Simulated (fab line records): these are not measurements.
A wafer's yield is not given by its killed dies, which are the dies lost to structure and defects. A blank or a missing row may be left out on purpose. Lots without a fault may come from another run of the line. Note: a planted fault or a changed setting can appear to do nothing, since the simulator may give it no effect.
A single fault, viewed from 2 desks ; flow berkeley-cmos170 ; every desk sees just its own numbers, and what lay behind them comes last

## TOOL OWNER'S DESK, rtp-anneal-01
At UCB170_CONTACT_RTA_08 (time 10 s), the tool's own readings, given per lot that ran on this tool as the mean of the sampled wafers with a number. The brackets show how far a lot's mean lies from the usual mean; more than 4 standard deviations puts the lot out of limits, marked OUT.
Columns: A = lamp-power-pct at UCB170_CONTACT_RTA_08, usual 22.2 %; B = wafer_temp_C_max at UCB170_CONTACT_RTA_08, usual 905.5
lot;first seen here;A;B
L553;day 8 16:28;23.1;905.1
L557;day 9 01:33;22.2;889.7 (-17) OUT
L559;day 9 07:58;22.2;889.8 (-17) OUT
L574;day 12 08:47;23.2;904.7
This desk finds L557, L559 out of limits, L557 being first, at day 9 01:33 (wafer_temp_C_max at UCB170_CONTACT_RTA_08). In limits: L553, L574.

## METROLOGY DESK
Lot by lot, what the gauges showed, no matter which tool ran the lot: averages of those sampled wafers that carry a number. The brackets show how far a lot's mean lies from the usual mean; more than 4 standard deviations puts the lot out of limits, marked OUT.
Columns: A = NSD_TW at UCB170_NSD_TW_MEAS_10, usual 4155; B = M1_AL_RS at UCB170_M1_RS_MEAS_01, usual 0.0481 ohm/sq
lot;first seen here;A;B
L551;day 8 08:40;4217;0.0472
L552;day 8 08:53;4221;0.0480
L553;day 8 09:31;4102;0.0479
L557;day 8 18:58;4093;0.0487
L556;day 8 18:58;4188;0.0483
L559;day 9 02:02;4125;0.0483
L561;day 9 17:53;4139;0.0475
L563;day 10 03:26;4112;0.0474
L566;day 10 03:41;4182;0.0479
L564;day 10 03:58;4106;0.0486
L571;day 11 10:49;4232;0.0478
L572;day 12 03:01;4161;0.0479
L574;day 12 03:12;4092;0.0484
L573;day 12 03:26;4203;0.0482
Result from this desk: across the 14 lots, nothing is out of limits.

## ALL TOGETHER
The tool owner's desk could have raised an alarm at day 9 01:33, on L557, L559.
Metrology desk: nothing out of limits seen.
The metrology desk holds a record of L557, L559, inside its limits.
On rtp-anneal-01, each named lot ran UCB170_CONTACT_RTA_08.

## WHAT HAD BEEN PUT IN BY THE SIMULATOR
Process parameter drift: rtp-anneal-01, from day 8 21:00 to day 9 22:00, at UCB170_CONTACT_RTA_08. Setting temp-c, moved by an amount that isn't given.
Shown lots that were struck: L557, L559.
Time in hours from fault onset to the first out-of-limits reading at each desk: the tool owner's desk, 5.
